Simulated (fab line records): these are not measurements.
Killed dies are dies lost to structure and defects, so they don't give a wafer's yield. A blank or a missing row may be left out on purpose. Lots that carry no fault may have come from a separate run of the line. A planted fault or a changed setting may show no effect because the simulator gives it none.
Shared-tool check	flow berkeley-cmos170	Sampled: 15 lots, 45 wafers

== WHY THIS WAS OPENED ==
Of 15 lots, 3 have the reading PSD_TW flagged at UCB170_PSD_TW_MEAS_10. Wafers without a fault read 2332, standard deviation 34.
Rule: a lot gets a flag if all its wafers with a number sit over 4 standard deviations from that mean, or if no wafer of it has a number. The other lots count as sound.

lot	measured	on	PSD_TW, wafer by wafer	flag
L632	day 6 12:11	film-metro-04	2351 2352 2349	
L630	day 6 12:26	film-metro-01	2387 2376 2383	
L631	day 6 12:32	film-metro-02	2287 2288 2287	
L633	day 6 22:26	film-metro-04	2342 2348 2345	
L634	day 6 22:28	film-metro-02	2280 2285 2292	
L635	day 7 12:29	film-metro-01	2363 2372 2374	
L636	day 7 18:28	film-metro-04	2349 2344 2350	
L637	day 8 06:19	film-metro-02	2283 2291 2291	
L639	day 8 16:00	film-metro-01	2365 2361 2360	
L640	day 8 16:02	film-metro-04	2357 2367 2370	
L638	day 8 16:17	film-metro-02	2289 2292 2297	
L644	day 9 15:12	film-metro-02	2120 2118 2120	FLAGGED
L648	day 10 20:14	film-metro-04	2182 2191 2177	FLAGGED
L651	day 11 03:03	film-metro-04	2176 2174 2179	FLAGGED
L653	day 11 19:46	film-metro-04	2332 2337 2330	
The numbers of the flagged lots are 2160 on average: -172 against the usual, or -5 standard deviations.

== WHICH TOOL EACH LOT WENT THROUGH ==
Before the reading, the record contains 2 process steps out of a 331-step route. In each cell: the tool, then ch and the chambers that the sampled wafers went through, then the start.
lot	flag	UCB170_PSD_IMPLANT_08	UCB170_PSD_STRIP_09
L632		implanter-04 ch 0, day 6 11:59	plasma-asher-03 ch 0,1, day 6 12:05
L630		implanter-03 ch 0, day 6 12:11	plasma-asher-02 ch 0,1, day 6 12:20
L631		implanter-01 ch 0, day 6 12:16	plasma-asher-02 ch 0,1, day 6 12:26
L633		implanter-01 ch 0, day 6 22:12	plasma-asher-03 ch 0,1, day 6 22:20
L634		implanter-04 ch 0, day 6 22:15	plasma-asher-02 ch 0,1, day 6 22:22
L635		implanter-03 ch 0, day 7 12:16	plasma-asher-01 ch 0,1, day 7 12:24
L636		implanter-01 ch 0, day 7 18:14	plasma-asher-03 ch 0,1, day 7 18:22
L637		implanter-04 ch 0, day 8 06:04	plasma-asher-01 ch 0,1, day 8 06:13
L639		implanter-03 ch 0, day 8 15:46	plasma-asher-03 ch 0, day 8 15:53
L640		implanter-01 ch 0, day 8 15:49	plasma-asher-01 ch 0,1, day 8 15:56
L638		implanter-03 ch 0, day 8 16:02	plasma-asher-03 ch 0,1, day 8 16:11
L644	FLAGGED	implanter-03 ch 0, day 9 14:59	plasma-asher-01 ch 0,1, day 9 15:07
L648	FLAGGED	implanter-03 ch 0, day 10 20:01	plasma-asher-01 ch 1, day 10 20:08
L651	FLAGGED	implanter-03 ch 0, day 11 02:49	plasma-asher-03 ch 0,1, day 11 02:56
L653		implanter-01 ch 0, day 11 19:31	plasma-asher-01 ch 0,1, day 11 19:40
These steps, and what they do:
- UCB170_PSD_IMPLANT_08
- UCB170_PSD_STRIP_09: strips in O2.
- UCB170_PSD_TW_MEAS_10

== FLAGGED OVER TOTAL, TOOL BY TOOL (the gauges that took the reading come last) ==
step	tool	lots run	flagged	share of the flagged lots	sound lots run after its first flagged lot
UCB170_PSD_IMPLANT_08	implanter-01	5	0	none	-
UCB170_PSD_IMPLANT_08	implanter-03	7	3	all	0
UCB170_PSD_IMPLANT_08	implanter-04	3	0	none	-
UCB170_PSD_STRIP_09	plasma-asher-01	6	2	some	1 (L653)
UCB170_PSD_STRIP_09	plasma-asher-02	3	0	none	-
UCB170_PSD_STRIP_09	plasma-asher-03	6	1	some	0
UCB170_PSD_TW_MEAS_10	film-metro-01	3	0	none	-
UCB170_PSD_TW_MEAS_10	film-metro-02	5	1	some	0
UCB170_PSD_TW_MEAS_10	film-metro-04	7	2	some	1 (L653)

== WHAT IS ALLOWED BY THE TABLE ==
Rows of the table that ran each flagged lot: 1, that is implanter-03 at UCB170_PSD_IMPLANT_08.
- implanter-03 at UCB170_PSD_IMPLANT_08 ran 7 lots, 3 of them flagged. It ran its last sound lot, L638, at day 8 16:02 and its first flagged lot, L644, at day 9 14:59: a fault with its onset between the two fits. Its own readings (beam-on-s, faraday-current-uA) fall more than 4 standard deviations out on all wafers of the flagged lots.
Just one tool remains: implanter-03 at UCB170_PSD_IMPLANT_08.

== WHAT HAD BEEN PUT IN BY THE SIMULATOR ==
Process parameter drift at UCB170_PSD_IMPLANT_08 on implanter-03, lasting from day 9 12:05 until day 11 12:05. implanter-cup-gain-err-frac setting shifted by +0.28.
Struck lots among those shown: L644, L648, L651. Same finding as the rule above.
